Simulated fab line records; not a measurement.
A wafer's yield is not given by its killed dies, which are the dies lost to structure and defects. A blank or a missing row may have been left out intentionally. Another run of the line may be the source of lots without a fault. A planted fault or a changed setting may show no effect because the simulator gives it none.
Which tool is to blame? || flow ritCmos || Sampling: 7 lots, 21 wafers, 2 of 202 route steps

WHAT THE GAUGES READ, wafer by wafer
RIT_WELLDRIVE_RS_MEAS_01: measures by four-point-probe.
{"lot": "L877", "measured": "day 3 09:00", "on": "filmMetro-04", "NWELL_RS (ohm/sq)": "276.5 275.8 275.7"}
{"lot": "L881", "measured": "day 4 07:38", "on": "filmMetro-01", "NWELL_RS (ohm/sq)": "346.1 345.8 346.3"}
{"lot": "L884", "measured": "day 4 19:22", "on": "filmMetro-02", "NWELL_RS (ohm/sq)": "275.8 276.1 275.7"}
{"lot": "L887", "measured": "day 5 09:11", "on": "filmMetro-01", "NWELL_RS (ohm/sq)": "276.1 276.7 277.6"}
{"lot": "L889", "measured": "day 5 17:38", "on": "filmMetro-02", "NWELL_RS (ohm/sq)": "274.3 274.8 274.2"}
{"lot": "L892", "measured": "day 6 10:56", "on": "filmMetro-01", "NWELL_RS (ohm/sq)": "276.0 275.9 275.2"}
{"lot": "L895", "measured": "day 7 01:56", "on": "filmMetro-01", "NWELL_RS (ohm/sq)": "275.7 276.5 275.7"}

WHICH TOOL RAN EACH LOT (tool, then ch and the chambers of the sampled wafers, then the start)
{"lot": "L877", "RIT_WELLDRIVE_ANNEAL_00": "furnace-01 ch 0, day 3 03:53"}
{"lot": "L881", "RIT_WELLDRIVE_ANNEAL_00": "furnace-01 ch 0, day 4 02:34"}
{"lot": "L884", "RIT_WELLDRIVE_ANNEAL_00": "furnace-04 ch 0, day 4 14:17"}
{"lot": "L887", "RIT_WELLDRIVE_ANNEAL_00": "furnace-04 ch 0, day 5 04:06"}
{"lot": "L889", "RIT_WELLDRIVE_ANNEAL_00": "furnace-03 ch 0, day 5 12:32"}
{"lot": "L892", "RIT_WELLDRIVE_ANNEAL_00": "furnace-04 ch 0, day 6 05:50"}
{"lot": "L895", "RIT_WELLDRIVE_ANNEAL_00": "furnace-04 ch 0, day 6 20:51"}
- RIT_WELLDRIVE_ANNEAL_00: time 14700 s.

THE ANSWER, worked out from the rows above alone
Rule: the usual values come from the lots themselves. The widest of any qualifying gaps counts: lots, ordered by their means at a reading, are off when they make up no more than a third of the lots, leave a main group of 4 or more, and stand apart from it by 3 or more times the standard deviation of that group's means. Not used: any main group whose means are identical at the precision the tables above print for the reading. Also off: a lot with no number at a reading for which 4 or more lots have one. Where the step has rows for the other lots, those lots are counted as sound.
Off: L881, at RIT_WELLDRIVE_RS_MEAS_01 (NWELL_RS). The main group: mean 275.8 ohm/sq, standard deviation 0.7.
If a tool, at a process step before that reading, ran all the lots that are off and no sound lot after the first of them, it fits. The gauges at RIT_WELLDRIVE_RS_MEAS_01 are tried like those tools. One candidate fits, namely furnace-01 at RIT_WELLDRIVE_ANNEAL_00. A fault onset in the window from L877 (day 3 03:53, its last sound lot) to L881 (day 4 02:34, its first lot off) fits.

WHAT THE SIMULATOR HAD PUT IN
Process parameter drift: furnace-01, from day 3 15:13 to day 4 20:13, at RIT_WELLDRIVE_ANNEAL_00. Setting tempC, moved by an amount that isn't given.
Shown lots that were struck: L881. The same result came from the rule above.
